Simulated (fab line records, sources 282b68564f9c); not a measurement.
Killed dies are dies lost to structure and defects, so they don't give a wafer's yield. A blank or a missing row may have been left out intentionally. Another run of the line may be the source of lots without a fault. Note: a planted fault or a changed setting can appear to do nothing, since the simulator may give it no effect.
Matching of chambers || flow rit_cmos || RIT_ACTIVE_ETCH_13 on rie_diel-02: 4 sister chambers
The step etches Si3N4 in SF6, stops on SiO2, time 210 s, target depth 210 nm. 14 wafers are shown with their chamber, then 7 later ones without.

WAFERS WITH THEIR CHAMBER
{"wafer": "L634.4", "chamber": 2, "drypump_motor_current_A (A)": 6.1, "throttle_valve_pct (%)": 7.40, "oes_product_au (a.u.)": 0.853}
{"wafer": "L634.5", "chamber": 2, "drypump_motor_current_A (A)": 6.1, "throttle_valve_pct (%)": 7.38, "oes_product_au (a.u.)": 0.842}
{"wafer": "L634.6", "chamber": 3, "drypump_motor_current_A (A)": 6.8, "throttle_valve_pct (%)": 7.60, "oes_product_au (a.u.)": 0.834}
{"wafer": "L637.4", "chamber": 1, "drypump_motor_current_A (A)": 5.2, "throttle_valve_pct (%)": 7.59, "oes_product_au (a.u.)": 0.807}
{"wafer": "L637.5", "chamber": 0, "drypump_motor_current_A (A)": 5.8, "throttle_valve_pct (%)": 7.32, "oes_product_au (a.u.)": 0.836}
{"wafer": "L637.6", "chamber": 3, "drypump_motor_current_A (A)": 6.7, "throttle_valve_pct (%)": 7.59, "oes_product_au (a.u.)": 0.820}
{"wafer": "L638.4", "chamber": 3, "drypump_motor_current_A (A)": 6.7, "throttle_valve_pct (%)": 7.60, "oes_product_au (a.u.)": 0.831}
{"wafer": "L638.5", "chamber": 0, "drypump_motor_current_A (A)": 5.8, "throttle_valve_pct (%)": 7.30, "oes_product_au (a.u.)": 0.846}
{"wafer": "L638.6", "chamber": 1, "drypump_motor_current_A (A)": 5.2, "throttle_valve_pct (%)": 7.59, "oes_product_au (a.u.)": 0.817}
{"wafer": "L646.1", "chamber": 0, "drypump_motor_current_A (A)": 5.8, "throttle_valve_pct (%)": 7.32, "oes_product_au (a.u.)": 0.854}
{"wafer": "L646.3", "chamber": 3, "drypump_motor_current_A (A)": 6.7, "throttle_valve_pct (%)": 7.60, "oes_product_au (a.u.)": 0.828}
{"wafer": "L646.5", "chamber": 3, "drypump_motor_current_A (A)": 6.8, "throttle_valve_pct (%)": 7.61, "oes_product_au (a.u.)": 0.837}
{"wafer": "L650.1", "chamber": 0, "drypump_motor_current_A (A)": 5.7, "throttle_valve_pct (%)": 7.32, "oes_product_au (a.u.)": 0.854}
{"wafer": "L650.2", "chamber": 1, "drypump_motor_current_A (A)": 5.2, "throttle_valve_pct (%)": 7.59, "oes_product_au (a.u.)": 0.827}

SIGNATURES (means of the wafers above)
{"reading": "drypump_motor_current_A", "chamber 0": 5.775, "chamber 1": 5.200, "chamber 2": 6.100, "chamber 3": 6.740, "scatter within a chamber": 0.0442}
{"reading": "throttle_valve_pct", "chamber 0": 7.3150, "chamber 1": 7.5900, "chamber 2": 7.3900, "chamber 3": 7.6000, "scatter within a chamber": 0.00837}
{"reading": "oes_product_au", "chamber 0": 0.84750, "chamber 1": 0.81700, "chamber 2": 0.84750, "chamber 3": 0.83000, "scatter within a chamber": 0.00806}
Rule: distance of a wafer from a chamber = root of the sum over the readings of ((wafer's reading minus chamber's mean) / reading's scatter) squared. If the next closest chamber is less than 2 further off than the closest, the wafer can't be placed; otherwise it belongs to the closest. The scatter is the square root of a quotient: the sum, over the shown wafers, of each reading's squared deviation from its chamber's mean, divided by wafers minus chambers.

WAFERS WITH NO CHAMBER GIVEN
{"wafer": "L650.5", "drypump_motor_current_A (A)": 5.8, "throttle_valve_pct (%)": 7.31, "oes_product_au (a.u.)": 0.841}
{"wafer": "L652.1", "drypump_motor_current_A (A)": 6.1, "throttle_valve_pct (%)": 7.40, "oes_product_au (a.u.)": 0.852}
{"wafer": "L652.3", "drypump_motor_current_A (A)": 5.2, "throttle_valve_pct (%)": 7.58, "oes_product_au (a.u.)": 0.828}
{"wafer": "L652.5", "drypump_motor_current_A (A)": 6.8, "throttle_valve_pct (%)": 7.59, "oes_product_au (a.u.)": 0.828}
{"wafer": "L654.2", "drypump_motor_current_A (A)": 5.8, "throttle_valve_pct (%)": 7.31, "oes_product_au (a.u.)": 0.845}
{"wafer": "L654.4", "drypump_motor_current_A (A)": 5.2, "throttle_valve_pct (%)": 7.57, "oes_product_au (a.u.)": 0.835}
{"wafer": "L654.6", "drypump_motor_current_A (A)": 5.8, "throttle_valve_pct (%)": 7.31, "oes_product_au (a.u.)": 0.851}

EACH ONE'S CHAMBER
{"wafer": "L650.5", "from the rows above": 0, "in truth": 0}
{"wafer": "L652.1", "from the rows above": 2, "in truth": 2}
{"wafer": "L652.3", "from the rows above": 1, "in truth": 1}
{"wafer": "L652.5", "from the rows above": 3, "in truth": 3}
{"wafer": "L654.2", "from the rows above": 0, "in truth": 0}
{"wafer": "L654.4", "from the rows above": 1, "in truth": 1}
{"wafer": "L654.6", "from the rows above": 0, "in truth": 0}
7 of 7 placed correctly. Not placeable from these rows: 0. Placed wrongly: 0.
